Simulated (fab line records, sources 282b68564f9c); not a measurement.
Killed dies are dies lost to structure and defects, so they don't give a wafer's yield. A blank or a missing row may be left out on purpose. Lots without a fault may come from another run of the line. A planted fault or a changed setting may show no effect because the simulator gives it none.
Which tool did it? | flow rit_cmos | 13 lots, 39 wafers sampled, at 3 steps of a route of 202

WHAT THE GAUGES READ, wafer by wafer
RIT_NWELL_TW_MEAS_10.
lot  | measured    | on            | NWELL_TW
L734 | day 1 21:32 | film_metro-01 | 2085 2093 2095
L735 | day 2 03:37 | film_metro-02 | 2145 2147 2153
L736 | day 2 11:09 | film_metro-04 | 2142 2143 2147
L737 | day 2 15:07 | film_metro-04 | 2142 2140 2135
L738 | day 2 22:16 | film_metro-01 | 2104 2097 2099
L739 | day 3 01:22 | film_metro-02 | 2672 2681 2692 2693 2674 2684
L740 | day 3 04:32 | film_metro-01 | 2084 2102 2092
L744 | day 4 00:39 | film_metro-01 | 2601 2608 2631 2594 2617 2620
L745 | day 4 07:36 | film_metro-04 | 2660 2653 2664 2670 2668 2664
L748 | day 4 20:21 | film_metro-04 | 2140 2143 2134
L752 | day 5 17:04 | film_metro-01 | 2101 2089 2091
L753 | day 5 20:35 | film_metro-01 | 2100 2107 2091
L756 | day 6 15:26 | film_metro-04 | 2155 2158 2164

RIT_WELLDRIVE_RS_MEAS_01: measures by four-point-probe.
lot  | measured    | on            | NWELL_RS (ohm/sq)
L734 | day 2 04:25 | film_metro-01 | 275.8 275.8 275.9
L735 | day 2 11:16 | film_metro-01 | 275.4 274.6 276.0
L736 | day 2 17:53 | film_metro-01 | 276.0 276.5 276.3
L737 | day 2 23:11 | film_metro-04 | 275.9 276.9 275.2
L738 | day 3 05:16 | film_metro-04 | 275.9 275.1 276.0
L739 | day 3 12:52 | film_metro-04 | 183.2 182.8 182.7 183.0 183.0 182.5
L740 | day 3 12:50 | film_metro-04 | 275.6 273.5 275.1
L744 | day 4 12:14 | film_metro-04 | 182.9 182.6 182.6 182.8 182.8 182.8
L745 | day 4 17:02 | film_metro-02 | 182.7 182.1 183.1 182.9 182.7 182.8
L748 | day 5 03:19 | film_metro-01 | 275.7 275.3 276.0
L752 | day 5 23:56 | film_metro-04 | 275.8 276.1 276.3
L753 | day 6 04:47 | film_metro-01 | 276.2 275.7 275.6
L756 | day 6 23:04 | film_metro-02 | 274.8 275.2 274.8

WHICH TOOL RAN EACH LOT (tool, then ch and the chambers of the sampled wafers, then the start)
lot  | RIT_NWELL_IMPLANT_08
L734 | implanter-04 ch 0, day 1 21:15
L735 | implanter-04 ch 0, day 2 03:19
L736 | implanter-02 ch 0, day 2 10:50
L737 | implanter-02 ch 0, day 2 14:49
L738 | implanter-01 ch 0, day 2 21:59
L739 | implanter-04 ch 0, day 3 00:44
L740 | implanter-01 ch 0, day 3 04:13
L744 | implanter-02 ch 0, day 4 00:01
L745 | implanter-01 ch 0, day 4 06:58
L748 | implanter-04 ch 0, day 4 20:04
L752 | implanter-04 ch 0, day 5 16:45
L753 | implanter-02 ch 0, day 5 20:17
L756 | implanter-04 ch 0, day 6 15:07
- RIT_NWELL_IMPLANT_08

WHAT THE TOOLS THEMSELVES READ (means of the sampled wafers that have a number; where no wafer has one, the mark that the record gives instead)
The record holds no such reading with a usual standard deviation.

THE ANSWER, worked out from the rows above alone
Rule: what is usual is taken from the lots themselves. Put in order of their means at a reading, lots are off if they are a third of the lots or fewer, leave a main group of 4 or more, and stand apart from it by a gap of 3 or more times the standard deviation of the main group's means; of several such gaps the widest counts. A main group whose means are all the same, to the digits that the tables above print for the reading, isn't used. A lot without any number at a reading at which 4 lots or more have one is off too. The other lots that the step has rows for count as sound. The gauges are gone through in route order, then the tools' own readings, and for those a lot's mean is taken as printed above. The first step at which some lot is off is used, and at that step the reading that is off furthest; a lot without a number counts as furthest.
Off: L739, L744, L745, at RIT_NWELL_TW_MEAS_10 (NWELL_TW). The main group: mean 2121, standard deviation 26.
A tool fits if, at a process step before that reading, it ran every lot that is off, and no sound lot after the first of them. The gauges at RIT_NWELL_TW_MEAS_10 are tried like those tools. None of those tried fits.

WHAT THE SIMULATOR HAD PUT IN
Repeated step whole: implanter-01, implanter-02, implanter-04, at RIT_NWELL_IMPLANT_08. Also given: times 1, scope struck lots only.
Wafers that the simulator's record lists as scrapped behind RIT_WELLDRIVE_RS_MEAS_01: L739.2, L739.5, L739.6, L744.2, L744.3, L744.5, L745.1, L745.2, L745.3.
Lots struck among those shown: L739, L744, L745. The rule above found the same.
